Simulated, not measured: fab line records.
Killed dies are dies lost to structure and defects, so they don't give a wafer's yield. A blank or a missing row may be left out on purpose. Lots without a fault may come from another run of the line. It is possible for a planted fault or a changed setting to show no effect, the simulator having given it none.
fab line records -- flow rit-cmos
[record] lots = 14, wafers = 42, last-day = 8
route steps=202 shown NLDD@111 M1@202
lots untouched by any fault: they come from a run of this same line in which no faults occurred
start-h: the number of hours between the record's first day and the start of the first shown wafer of the lot -- wait-h: time in hours since the lot's previous step -- " same as the row above -- L1.1+2: several wafers, shown together as one row -- - value missing, or start not given -- * or withheld: withheld -- < > ~ a bound
route shown NAME@n: NAME is a module with steps in the file, n the number in the route of the first one -- usual: mean and standard deviation over wafers with no fault -- same: alike in all rows -- chamber/n: place in a boat -- sites: each site's reading -- _std_site: the values' standard deviation -- _edge_site: mean of outer sites minus mean of inner sites -- radius-mm: how far each site lies from the wafer's centre -- mask NAME#n: copy n -- behind: tool/chamber where the wafer was last shaped -- hold: reason for holding the lot/hours on hold/outcome of the hold -- device: whichever transistor did not switch (one of n, p or np) -- end of line: tests of these same wafers at the route's end -- where a step has no rows: the recipe by itself -- killed: not the wafer's yield, but the dies lost to structure and defects at the first sort -- map: a wafer's dies, marking killed ones x, the rest . and places with no die _
set.NAME: the setting the step ran with; set.NAME@STEP: the setting that earlier step ran with -- model.NAME: the simulator's own value behind a step, which no gauge read
route steps across a sampled set of lots; one table per step, one row per wafer
services: from which hour (start-h, from the record's first day; less than 0 if before it) a tool's chamber was out of use, for how many hours, and why
[[steps]]
[step RIT_NLDD_IMPLANT_08]
[recipe] species = P, energy-kev = 20, dose-cm2 = 5e+14, tilt-deg = 7
[usual] beam-energy-keV = 20.000/0.0059, beam-on-s = 10.01/0.19, faraday-current-uA = 1571/29
lot.wafer,tool,chamber,start-h,wait-h,beam-energy-keV,beam-on-s,faraday-current-uA
L493.1,implanter-04,0,49.08,0.1,19.997,10.60,1485
L493.5,implanter-04,0,49.08,0.1,20.000,10.20,1550
L493.6,implanter-04,0,49.08,0.1,20.002,9.96,1569
L495.3,implanter-03,0,60.96,0.1,19.991,9.83,1592
L495.4,implanter-03,0,60.96,0.1,20.000,10.32,1528
L495.5,implanter-03,0,60.96,0.1,20.002,10.19,1541
L496.1,implanter-03,0,70.54,0.1,20.008,10.15,1548
L496.2,implanter-03,0,70.54,0.1,19.999,9.86,1591
L496.5,implanter-03,0,70.54,0.1,20.002,9.91,1592
L498.1,implanter-01,0,80.07,0.1,20.005,10.16,1541
L498.3,implanter-01,0,80.07,0.1,19.994,10.13,1552
L498.4,implanter-01,0,80.07,0.1,19.995,9.92,1581
L500.1,implanter-01,0,89.53,0.1,19.995,10.16,1556
L500.3,implanter-01,0,89.53,0.1,19.991,9.78,1605
L500.4,implanter-01,0,89.53,0.1,19.999,10.05,1566
L501.2,implanter-01,0,93.63,0.1,20.010,9.92,1591
L501.3,implanter-01,0,93.63,0.1,20.003,9.71,1614
L501.6,implanter-01,0,93.63,0.1,20.010,10.03,1570
L502.2,implanter-04,0,98.61,0.1,19.996,10.10,1548
L502.4,implanter-04,0,98.61,0.1,20.003,10.09,1559
L502.5,implanter-04,0,98.61,0.1,19.995,9.97,1574
L503.3,implanter-03,0,103.58,0.1,20.001,9.89,1597
L503.4,implanter-03,0,103.58,0.1,20.001,9.80,1598
L503.5,implanter-03,0,103.58,0.1,20.009,9.67,1621
L505.1,implanter-04,0,111.61,0.1,20.003,10.33,1517
L505.2,implanter-04,0,111.61,0.1,20.003,9.96,1574
L505.5,implanter-04,0,111.61,0.1,19.995,9.94,1568
L509.1,implanter-01,0,130.95,0.1,19.998,10.33,1526
L509.2,implanter-01,0,130.95,0.1,19.997,9.80,1605
L509.4,implanter-01,0,130.95,0.1,19.990,9.75,1616
L510.1,implanter-04,0,134.79,0.1,20.001,10.15,1542
L510.2,implanter-04,0,134.79,0.1,20.000,10.22,1537
L510.6,implanter-04,0,134.79,0.1,19.997,9.98,1576
L511.1,implanter-01,0,134.90,0.1,20.003,14.54,1082
L511.2,implanter-01,0,134.90,0.1,20.001,14.17,1110
L511.6,implanter-01,0,134.90,0.1,19.998,14.23,1104
L513.1,implanter-01,0,148.30,0.1,19.999,14.48,1084
L513.3,implanter-01,0,148.30,0.1,20.001,14.68,1070
L513.6,implanter-01,0,148.30,0.1,20.008,14.31,1098
L516.1,implanter-03,0,165.68,0.1,20.005,9.93,1584
L516.2,implanter-03,0,165.68,0.1,20.001,10.36,1522
L516.3,implanter-03,0,165.68,0.1,20.000,9.79,1608
[step RIT_NLDD_TW_MEAS_10]
[usual] NLDD_TW = 2472/12
lot.wafer,tool,chamber,start-h,wait-h,hold,NLDD_TW
L493.1,film-metro-03,-,49.40,0.1,-,2471
L493.5,film-metro-03,-,49.40,0.1,-,2459
L493.6,film-metro-03,-,49.40,0.1,-,2464
L495.3,film-metro-04,-,61.25,0.1,-,2440
L495.4,film-metro-04,-,61.25,0.1,-,2441
L495.5,film-metro-04,-,61.25,0.1,-,2448
L496.1,film-metro-03,-,70.86,0.1,-,2457
L496.2,film-metro-03,-,70.86,0.1,-,2470
L496.5,film-metro-03,-,70.86,0.1,-,2461
L498.1,film-metro-04,-,80.39,0.1,-,2469
L498.3,film-metro-04,-,80.39,0.1,-,2465
L498.4,film-metro-04,-,80.39,0.1,-,2458
L500.1,film-metro-03,-,89.85,0.1,-,2477
L500.3,film-metro-03,-,89.85,0.1,-,2463
L500.4,film-metro-03,-,89.85,0.1,-,2467
L501.2,film-metro-01,-,93.94,0.1,-,2485
L501.3,film-metro-01,-,93.94,0.1,-,2497
L501.6,film-metro-01,-,93.94,0.1,-,2497
L502.2,film-metro-04,-,98.92,0.1,-,2469
L502.4,film-metro-04,-,98.92,0.1,-,2457
L502.5,film-metro-04,-,98.92,0.1,-,2464
L503.3,film-metro-03,-,103.88,0.1,-,2469
L503.4,film-metro-03,-,103.88,0.1,-,2462
L503.5,film-metro-03,-,103.88,0.1,-,2471
L505.1,film-metro-03,-,111.93,0.1,-,2461
L505.2,film-metro-03,-,111.93,0.1,-,2465
L505.5,film-metro-03,-,111.93,0.1,-,2466
L509.1,film-metro-03,-,131.27,0.1,-,2451
L509.2,film-metro-03,-,131.27,0.1,-,2467
L509.4,film-metro-03,-,131.27,0.1,-,2471
L510.1,film-metro-04,-,135.11,0.1,-,2479
L510.2,film-metro-04,-,135.11,0.1,-,2470
L510.6,film-metro-04,-,135.11,0.1,-,2483
L511.1,film-metro-03,-,135.22,0.1,await-dispo/0.2h/release,2698
L511.2,film-metro-03,-,135.22,0.1,await-dispo/0.2h/release,2709
L511.6,film-metro-03,-,135.22,0.1,await-dispo/0.2h/release,2688
L511.1,film-metro-03,-,135.45,0.2,-,2688
L511.2,film-metro-03,-,135.45,0.2,-,2693
L511.6,film-metro-03,-,135.45,0.2,-,2698
L513.1,film-metro-01,-,148.62,0.1,await-dispo/0.2h/release,2722
L513.3,film-metro-01,-,148.62,0.1,await-dispo/0.2h/release,2734
L513.6,film-metro-01,-,148.62,0.1,await-dispo/0.2h/release,2727
L513.1,film-metro-01,-,148.85,0.2,-,2713
L513.3,film-metro-01,-,148.85,0.2,-,2727
L513.6,film-metro-01,-,148.85,0.2,-,2709
L516.1,film-metro-01,-,166.00,0.1,-,2470
L516.2,film-metro-01,-,166.00,0.1,-,2466
L516.3,film-metro-01,-,166.00,0.1,-,2488
[step RIT_SDANNEAL_RS_MEAS_07]
[recipe] thk-meas-gauge = four-point-probe
[usual] NLDD_RS = 151.5/0.55
lot.wafer,tool,chamber,start-h,wait-h,hold,NLDD_RS[ohm/sq]
L493.1,film-metro-03,-,57.31,0.1,-,152.2
L493.5,film-metro-03,-,57.31,0.1,-,152.4
L493.6,film-metro-03,-,57.31,0.1,-,152.0
L495.3,film-metro-03,-,69.51,0.1,-,151.2
L495.4,film-metro-03,-,69.51,0.1,-,151.1
L495.5,film-metro-03,-,69.51,0.1,-,151.5
L496.1,film-metro-01,-,78.65,0.1,-,151.6
L496.2,film-metro-01,-,78.65,0.1,-,151.8
L496.5,film-metro-01,-,78.65,0.1,-,151.9
L498.1,film-metro-01,-,88.38,0.1,-,151.7
L498.3,film-metro-01,-,88.38,0.1,-,151.7
L498.4,film-metro-01,-,88.38,0.1,-,151.3
L500.1,film-metro-04,-,97.94,0.1,-,151.8
L500.3,film-metro-04,-,97.94,0.1,-,151.5
L500.4,film-metro-04,-,97.94,0.1,-,152.0
L501.2,film-metro-03,-,102.31,0.1,-,151.4
L501.3,film-metro-03,-,102.31,0.1,-,151.5
L501.6,film-metro-03,-,102.31,0.1,-,151.4
L502.2,film-metro-04,-,108.03,0.1,-,151.5
L502.4,film-metro-04,-,108.03,0.1,-,151.7
L502.5,film-metro-04,-,108.03,0.1,-,152.0
L503.3,film-metro-01,-,112.08,0.1,-,151.5
L503.4,film-metro-01,-,112.08,0.1,-,151.4
L503.5,film-metro-01,-,112.08,0.1,-,151.3
L505.1,film-metro-01,-,119.98,0.1,-,150.3
L505.2,film-metro-01,-,119.98,0.1,-,150.6
L505.5,film-metro-01,-,119.98,0.1,-,150.5
L509.1,film-metro-01,-,138.93,0.1,-,151.1
L509.2,film-metro-01,-,138.93,0.1,-,150.7
L509.4,film-metro-01,-,138.93,0.1,-,150.7
L510.1,film-metro-03,-,142.77,0.1,-,150.8
L510.2,film-metro-03,-,142.77,0.1,-,150.6
L510.6,film-metro-03,-,142.77,0.1,-,150.4
L511.1,film-metro-04,-,145.70,0.1,await-dispo/0.2h/release,113.9
L511.2,film-metro-04,-,145.70,0.1,await-dispo/0.2h/release,113.4
L511.6,film-metro-04,-,145.70,0.1,await-dispo/0.2h/release,113.3
L511.1,film-metro-04,-,146.07,0.3,-,113.8
L511.2,film-metro-04,-,146.07,0.3,-,113.3
L511.6,film-metro-04,-,146.07,0.3,-,113.7
L513.1,film-metro-01,-,163.97,0.1,await-dispo/0.2h/release,113.4
L513.3,film-metro-01,-,163.97,0.1,await-dispo/0.2h/release,113.1
L513.6,film-metro-01,-,163.97,0.1,await-dispo/0.2h/release,113.6
L513.1,film-metro-01,-,164.26,0.3,-,113.6
L513.3,film-metro-01,-,164.26,0.3,-,113.1
L513.6,film-metro-01,-,164.26,0.3,-,113.4
L516.1,film-metro-03,-,174.80,0.1,-,151.3
L516.2,film-metro-03,-,174.80,0.1,-,151.7
L516.3,film-metro-03,-,174.80,0.1,-,151.8
[step RIT_M1_PROBE_99]
[usual] defect-limited-yield = 97.1/1.1, killed_at_M0_to_M3 = 0.0/0.12, killed-at-contacts = 0.0/0.16, killed-at-front-end = 7.5/2.8, killed-dies = 7.6/2.9, killed-open = 3.7/2, killed-short = 3.8/2, sort_bin_3_pad_short = 0.1/0.25, sort_bin_5_function = 1.6/0.85, sort_bin_6_memory = 1.1/0.62, sort-n-pass = 256.4/2.9, sort-yield-pct = 97.1/1.1
[same] gross-dies = 264, killed_at_M4_up = 0, killed-at-back-side = 0, killed-at-other = 0
lot.wafer,tool,chamber,start-h,wait-h,defect-limited-yield[%],killed_at_M0_to_M3,killed-at-contacts,killed-at-front-end,killed-dies,killed-open,killed-short,sort_bin_3_pad_short[%],sort_bin_5_function[%],sort_bin_6_memory[%],sort-n-pass,sort-yield-pct[%]
L501.2,prober-01,-,109.34,0.1,97.7,0,0,6,6,3,3,0,1.9,0.4,258.0,97.7
L501.3,prober-01,-,109.39,0.2,97.0,0,0,8,8,3,5,0,2.3,0.8,256.0,97.0
L501.6,prober-01,-,109.54,0.2,98.9,0,0,3,3,2,1,0,0.4,0.8,261.0,98.9
L503.3,prober-01,-,119.39,0.2,96.6,0,0,9,9,5,4,0,3.0,0.4,255.0,96.6
L503.4,prober-01,-,119.44,0.2,98.5,0,0,4,4,3,1,0,1.1,0.4,260.0,98.5
L503.5,prober-01,-,119.49,0.2,98.1,0,0,5,5,4,1,0,0.8,1.1,259.0,98.1
L510.1,prober-01,-,149.93,0.1,97.3,0,0,7,7,4,3,0,1.9,0.8,257.0,97.3
L510.2,prober-01,-,149.98,0.1,97.3,0,0,7,7,3,4,0.4,1.5,0.8,257.0,97.3
L510.6,prober-01,-,150.18,0.2,95.8,0,0,11,11,6,5,0.4,1.9,1.9,253.0,95.8
// killed by level:class
L501.2 FOX1:geometric-particle:open=1 FOX2:geometric-particle:open=1 FOX2:geometric-particle:short=1 GATE:geometric-particle:open=1 GATE:geometric-particle:short=1 REOX:geometric-particle:short=1
L501.3 FOX1:geometric-particle:short=2 GATE:geometric-particle:short=2 GATE:geometric-particle:open=2 REOX:geometric-particle:short=1 SPACER:geometric-particle:open=1
L501.6 FOX1:geometric-particle:open=1 FOX2:geometric-particle:short=1 GATE:geometric-particle:open=1
L503.3 GATE:geometric-particle:short=2 REOX:geometric-particle:short=2 REOX:geometric-particle:open=2 SPACER:geometric-particle:open=2 FOX2:geometric-particle:open=1
L503.4 GATE:geometric-particle:open=1 SPACER:geometric-particle:open=1 SILICIDE:geometric-particle:open=1 SILICIDE:geometric-particle:short=1
L503.5 GATE:geometric-particle:open=2 FOX1:geometric-particle:open=1 GATE:geometric-particle:short=1 SILICIDE:geometric-particle:open=1
L510.1 REOX:geometric-particle:open=3 GATE:geometric-particle:short=2 FOX1:geometric-particle:short=1 GATE:geometric-particle:open=1
L510.2 GATE:geometric-particle:open=1 GATE:geometric-particle:short=1 REOX:geometric-particle:short=1 REOX:geometric-particle:open=1 SPACER:geometric-particle:short=1 SILICIDE:geometric-particle:short=1 SILICIDE:geometric-particle:open=1
L510.6 GATE:geometric-particle:open=4 GATE:geometric-particle:short=2 SILICIDE:geometric-particle:short=2 REOX:geometric-particle:open=1 SPACER:geometric-particle:short=1 SILICIDE:geometric-particle:open=1
[[services]]
tool,chamber,start-h,hours,kind
implanter-01,-,32.45,2.3,repair
implanter-04,-,63.54,1.4,repair
implanter-03,-,78.52,5.1,repair
implanter-04,-,79.59,1.8,repair
implanter-03,-,121.64,3.7,repair
implanter-03,-,134.88,18.7,repair
[[key]]
[first-sign] step = RIT_NLDD_IMPLANT_08, reading = beam-on-s, direction = up, sigmas = 23, usual = 10.01, struck = 14.40
[effect] step = RIT_NLDD_IMPLANT_08, reading = faraday-current-uA, direction = down, sigmas = 16, usual = 1571, struck = 1091
[effect] step = RIT_NLDD_TW_MEAS_10, reading = visit, direction = added
[effect] step = RIT_NLDD_TW_MEAS_10, reading = NLDD_TW, direction = up, sigmas = 19, usual = 2472, struck = 2713
[effect] step = RIT_SDANNEAL_RS_MEAS_07, reading = NLDD_RS, direction = down, sigmas = 69, usual = 151.5, struck = 113.4
met-at RIT_NLDD_IMPLANT_08
struck-lots L511,L513
scrapped-behind RIT_SDANNEAL_RS_MEAS_07 L511.1,L511.2,L511.6,L513.1,L513.3,L513.6
onset-between 130.95 134.90
[fault] kind = process-parameter-drift, tool = implanter-01, chamber = -, onset-h = 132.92, steps = RIT_NLDD_IMPLANT_08, channel = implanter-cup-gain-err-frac, offset = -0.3, shape = step, end-h = 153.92
